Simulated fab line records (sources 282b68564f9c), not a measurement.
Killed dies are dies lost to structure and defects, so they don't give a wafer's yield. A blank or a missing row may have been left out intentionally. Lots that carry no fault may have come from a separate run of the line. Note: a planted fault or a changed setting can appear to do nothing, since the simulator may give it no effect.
What tool caused it? + flow rit_cmos + Sampling: 13 lots, 39 wafers, 5 of 202 route steps

## WHAT THE GAUGES READ, wafer by wafer
RIT_WELLDRIVE_RS_MEAS_01: measures by four-point-probe. Usual: NWELL_RS typically reads 275.4 ohm/sq, with standard deviation 0.82.
| lot  | measured    | on            | NWELL_RS (ohm/sq) | flag |
|------|-------------|---------------|-------------------|------|
| L711 | day 2 06:22 | film_metro-01 | 273.7 275.9 274.5 |      |
| L712 | day 2 11:20 | film_metro-02 | 273.3 273.7 274.5 |      |
| L713 | day 2 14:02 | film_metro-02 | 275.2 274.8 276.1 |      |
| L717 | day 3 14:08 | film_metro-01 | 321.1 321.3 321.4 | OFF  |
| L719 | day 3 21:38 | film_metro-02 | 321.3 320.4 321.8 | OFF  |
| L724 | day 4 23:24 | film_metro-01 | 274.7 275.1 275.8 |      |
| L725 | day 5 04:29 | film_metro-04 | 274.8 275.7 275.4 |      |
| L726 | day 5 08:13 | film_metro-02 | 275.2 275.7 276.3 |      |
| L728 | day 5 18:01 | film_metro-01 | 274.5 275.1 275.1 |      |
| L731 | day 6 10:34 | film_metro-02 | 276.4 276.1 275.3 |      |
| L732 | day 6 13:40 | film_metro-04 | 275.4 275.9 274.5 |      |
| L733 | day 6 19:21 | film_metro-02 | 275.2 275.1 275.2 |      |
| L734 | day 7 03:35 | film_metro-01 | 275.5 275.2 275.3 |      |

RIT_WELLDRIVE_RS_MEAS_02: measures by four-point-probe. Usual: PWELL_RS typically reads 429.1 ohm/sq, with standard deviation 1.3.
| lot  | measured    | on            | PWELL_RS (ohm/sq) | flag |
|------|-------------|---------------|-------------------|------|
| L711 | day 2 06:29 | film_metro-01 | 428.4 428.2 428.1 |      |
| L712 | day 2 11:28 | film_metro-02 | 430.0 429.2 429.3 |      |
| L713 | day 2 14:09 | film_metro-02 | 428.3 428.1 428.8 |      |
| L717 | day 3 14:16 | film_metro-01 | 475.4 476.3 477.4 | OFF  |
| L719 | day 3 21:45 | film_metro-02 | 473.5 473.9 474.9 | OFF  |
| L724 | day 4 23:31 | film_metro-01 | 428.0 429.1 428.6 |      |
| L725 | day 5 04:36 | film_metro-04 | 429.2 428.8 428.8 |      |
| L726 | day 5 08:20 | film_metro-02 | 430.1 428.5 428.1 |      |
| L728 | day 5 18:08 | film_metro-01 | 431.3 429.6 430.8 |      |
| L731 | day 6 10:41 | film_metro-02 | 428.3 427.3 428.5 |      |
| L732 | day 6 13:47 | film_metro-04 | 429.4 428.9 429.5 |      |
| L733 | day 6 19:28 | film_metro-02 | 429.4 429.9 430.3 |      |
| L734 | day 7 03:43 | film_metro-01 | 430.2 430.0 431.2 |      |

RIT_M1_THK_MEAS_02: measures by xrf. Usual: M1_AL_THK typically reads 416 nm, with standard deviation 4.5.
| lot  | measured    | on            | M1_AL_THK (nm) | flag |
|------|-------------|---------------|----------------|------|
| L711 | day 3 09:04 | film_metro-02 | 420 417 413    |      |
| L712 | day 3 11:50 | film_metro-03 | 417 412 414    |      |
| L713 | day 3 16:58 | film_metro-04 | 421 421 415    |      |
| L717 | day 4 15:20 | film_metro-02 | 417 417 423    |      |
| L719 | day 4 23:43 | film_metro-03 | 413 413 413    |      |
| L724 | day 6 02:09 | film_metro-02 | 415 416 413    |      |
| L725 | day 6 06:11 | film_metro-03 | 420 418 423    |      |
| L726 | day 6 09:05 | film_metro-04 | 422 421 419    |      |
| L728 | day 6 19:35 | film_metro-03 | 417 418 414    |      |
| L731 | day 7 15:17 | film_metro-03 | 420 410 417    |      |
| L732 | day 7 16:45 | film_metro-03 | 417 410 414    |      |
| L733 | day 7 21:43 | film_metro-02 | 424 422 417    |      |
| L734 | day 8 06:10 | film_metro-02 | 414 417 409    |      |

## EACH LOT AND THE TOOL THAT RAN IT (in order: tool; ch and the chambers of the sampled wafers; start)
| lot  | RIT_WELLDRIVE_ANNEAL_00      | RIT_CONTACT_ETCH_11               |
|------|------------------------------|-----------------------------------|
| L711 | furnace-01 ch 0, day 2 01:17 | rie_diel-04 ch 0,1,2, day 3 07:47 |
| L712 | furnace-03 ch 0, day 2 06:16 | rie_diel-02 ch 0,1,3, day 3 10:34 |
| L713 | furnace-01 ch 0, day 2 08:55 | rie_diel-04 ch 0,2,3, day 3 15:31 |
| L717 | furnace-01 ch 0, day 3 09:03 | rie_diel-04 ch 1,3, day 4 14:05   |
| L719 | furnace-01 ch 0, day 3 16:32 | rie_diel-04 ch 0,2,3, day 4 22:26 |
| L724 | furnace-03 ch 0, day 4 18:16 | rie_diel-04 ch 0,2,3, day 6 00:52 |
| L725 | furnace-03 ch 0, day 4 23:22 | rie_diel-02 ch 0,1,2, day 6 04:53 |
| L726 | furnace-04 ch 0, day 5 03:08 | rie_diel-04 ch 0,3, day 6 07:46   |
| L728 | furnace-04 ch 0, day 5 12:55 | rie_diel-02 ch 0,1,3, day 6 18:19 |
| L731 | furnace-04 ch 0, day 6 05:29 | rie_diel-01 ch 1,2, day 7 13:50   |
| L732 | furnace-03 ch 0, day 6 08:34 | rie_diel-04 ch 1,2,3, day 7 15:16 |
| L733 | furnace-04 ch 0, day 6 14:15 | rie_diel-01 ch 1,2, day 7 20:26   |
| L734 | furnace-03 ch 0, day 6 22:28 | rie_diel-02 ch 0,3, day 8 04:53   |
- RIT_WELLDRIVE_ANNEAL_00: time 14700 s.
- RIT_CONTACT_ETCH_11: etches SiO2 in CHF3/CF4/Ar, stops on TiSi2, target depth 480 nm, time 320 s.

## AS READ BY THE TOOLS THEMSELVES (means over the sampled wafers that have a number; for cases with no such wafer, the mark the record gives instead)
RIT_WELLDRIVE_ANNEAL_00. Usual: run_length_s 18267 s, standard deviation 6.2; tube_center_temp_C 1100 C, standard deviation 0.093; zone_power_load_pct 38 %, standard deviation 4.4.
| lot  | tool       | run_length_s (s) | tube_center_temp_C (C) | zone_power_load_pct (%) | flag |
|------|------------|------------------|------------------------|-------------------------|------|
| L711 | furnace-01 | 18266            | 1100                   | 35                      |      |
| L712 | furnace-03 | 18267            | 1100                   | 37                      |      |
| L713 | furnace-01 | 18279            | 1100                   | 34                      |      |
| L717 | furnace-01 | 9442             | 1100                   | 35                      | OFF  |
| L719 | furnace-01 | 9451             | 1100                   | 35                      | OFF  |
| L724 | furnace-03 | 18261            | 1100                   | 37                      |      |
| L725 | furnace-03 | 18271            | 1100                   | 36                      |      |
| L726 | furnace-04 | 18266            | 1100                   | 46                      |      |
| L728 | furnace-04 | 18282            | 1100                   | 46                      |      |
| L731 | furnace-04 | 18277            | 1100                   | 45                      |      |
| L732 | furnace-03 | 18270            | 1100                   | 36                      |      |
| L733 | furnace-04 | 18267            | 1100                   | 45                      |      |
| L734 | furnace-03 | 18260            | 1100                   | 36                      |      |

RIT_CONTACT_ETCH_11. Usual: drypump_motor_current_A 5.7 A, standard deviation 0.45; oes_product_au 0.994 a.u., standard deviation 0.016; throttle_valve_pct 8.90 %, standard deviation 0.14.
| lot  | tool        | drypump_motor_current_A (A) | oes_product_au (a.u.) | throttle_valve_pct (%) | flag |
|------|-------------|-----------------------------|-----------------------|------------------------|------|
| L711 | rie_diel-04 | 5.7                         | 0.992                 | 8.93                   |      |
| L712 | rie_diel-02 | 5.6                         | 1.001                 | 8.98                   |      |
| L713 | rie_diel-04 | 5.9                         | 0.997                 | 8.96                   |      |
| L717 | rie_diel-04 | 6.2                         | 1.003                 | 8.98                   |      |
| L719 | rie_diel-04 | 6.0                         | 0.998                 | 8.95                   |      |
| L724 | rie_diel-04 | 6.0                         | 0.991                 | 8.94                   |      |
| L725 | rie_diel-02 | 5.9                         | 1.000                 | 8.93                   |      |
| L726 | rie_diel-04 | 6.1                         | 1.007                 | 8.97                   |      |
| L728 | rie_diel-02 | 5.6                         | 1.001                 | 8.98                   |      |
| L731 | rie_diel-01 | 5.3                         | 0.993                 | 8.80                   |      |
| L732 | rie_diel-04 | 5.9                         | 0.991                 | 8.95                   |      |
| L733 | rie_diel-01 | 5.3                         | 0.990                 | 8.82                   |      |
| L734 | rie_diel-02 | 5.6                         | 1.018                 | 9.09                   |      |

## THE ANSWER, worked out from the rows above alone
Rule: a lot is off if the mean of its wafers that have a number lies more than 3 standard deviations from the usual mean. A lot without any number at a reading at which 4 lots or more have one is off too. Where the step has rows for the other lots, those lots are counted as sound. The gauges are gone through in route order, then the tools' own readings, and for those a lot's mean is taken as printed above. At the first step where some lot is off, the reading lying furthest off is the one used; lots without a number count as furthest.
Off: at RIT_WELLDRIVE_RS_MEAS_01 (NWELL_RS), L717, L719.
If a tool, at a process step before that reading, ran all the lots that are off and no sound lot after the first of them, it fits. Not tried: the gauges at RIT_WELLDRIVE_RS_MEAS_01; whatever is off there is also off at RIT_WELLDRIVE_ANNEAL_00, on other tools, and gauge error can't account for it. One fits: furnace-01 at RIT_WELLDRIVE_ANNEAL_00. Its last sound lot is L713 (day 2 08:55), its first lot that is off L717 (day 3 09:03): a fault that began between those two fits.
On the lots that are off, the tool's own readings at RIT_WELLDRIVE_ANNEAL_00 differ by more than 5 times the standard deviation of the sound lots' means, which bears it out; run_length_s reads 9446 s there versus 18270 s on the sound lots.

## WHAT HAD BEEN PUT IN BY THE SIMULATOR
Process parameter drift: furnace-01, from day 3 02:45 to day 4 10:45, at RIT_WELLDRIVE_ANNEAL_00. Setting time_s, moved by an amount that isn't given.
Struck lots among those shown: L717, L719. This agrees with what the rule above found.
